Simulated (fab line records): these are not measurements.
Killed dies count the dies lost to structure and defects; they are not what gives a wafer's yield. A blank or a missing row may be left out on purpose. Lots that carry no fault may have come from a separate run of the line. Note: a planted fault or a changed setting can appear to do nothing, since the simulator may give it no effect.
Problem report in the 8D (eight disciplines) form, filled by code / flow berkeley-cmos170 / the parts of the form that need people (team, actions taken, sign-off) are left out

== 1. THE PROBLEM ==
At UCB170_GATE_ETCH_15, run-length-s averages 62.1 s over 9 wafers from 3 lots, while fault-free wafers read 84.7 s, standard deviation 0.41. Relative to the usual mean, that is a shift of -55 standard deviations.
The step: etches poly-Si in HBr/Cl2, stops on SiO2, time 56.3 s, target depth 278.2 nm.
First seen on wafer L721.3, day 8 11:20, on rie-si-02. At this step, 45 wafers from 15 lots have a number in the record. The rule behind "out" and "out of limits": a value lying over 4 standard deviations away from the usual mean. Any other wafer with a number is counted as sound.

== 2. WHAT IT IS; WHAT IT IS NOT ==
question=which readings at this step | is=run-length-s, oes-product-au | is not=drypump-motor-current-A, throttle-valve-pct
question=which lots | is=L721, L723, L724 | is not=L712, L713, L714, L715, L716, L718, L719, L720, L725, L731, L732, L734
question=which wafers of those lots | is=all that have a number | is not=-
question=read on which tools | is=rie-si-02 | is not=rie-si-01
question=when | is=from day 8 11:20 | is not=up to then (24 sound wafers); but 12 sound wafers of L725, L731, L732, L734 came after

== 3. SUSPECTS, AND WHAT RULES EACH OUT ==
Counting: a tool stays on the suspect list if, at a process step up to the reading, it processed all lots that are out and no sound lot following the first of them.
- rie-si-02 at UCB170_GATE_ETCH_15 (etches poly-Si in HBr/Cl2, stops on SiO2, time 56.3 s, target depth 278.2 nm): kept. All lots that are out passed through it, beginning with L721 at day 8 11:20, and no sound lot followed; its final sound lot before that point was L719 at day 7 14:00. On those wafers its own readings are out: oes-product-au, run-length-s.
Left after counting: rie-si-02 at UCB170_GATE_ETCH_15.

== 4. THE CAUSE (what the simulator had put in) ==
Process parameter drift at UCB170_GATE_ETCH_15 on rie-si-02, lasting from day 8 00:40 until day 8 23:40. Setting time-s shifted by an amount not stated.
The count eliminated every tool but this one.

== 5. THE CHAIN OF EFFECTS, in route order ==
One row per reading whose mean, taken over the struck wafers that have a number, lies over 3 standard deviations from the usual. Only readings whose record carries a usual standard deviation are examined. hours: median over the lots of the time between each lot's start at the first step of this table that gives one and its start at this step. sigmas: the change, counted in usual standard deviations.
hours=0; step=UCB170_GATE_ETCH_15; reading=oes-product-au; usual=0.834 a.u.; on struck wafers=1.001; change=+0.167; sigmas=+10
hours=0; step=UCB170_GATE_ETCH_15; reading=run-length-s; usual=84.7 s; on struck wafers=62.1; change=-22.6; sigmas=-55
It contains these process steps:
- UCB170_GATE_ETCH_15: etches poly-Si in HBr/Cl2, stops on SiO2, time 56.3 s, target depth 278.2 nm.

== 6. HOW IT WOULD HAVE BEEN CAUGHT EARLIER ==
The fault began at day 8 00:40; the first out-of-limits reading in this record came at day 8 11:20, 11 hours later.
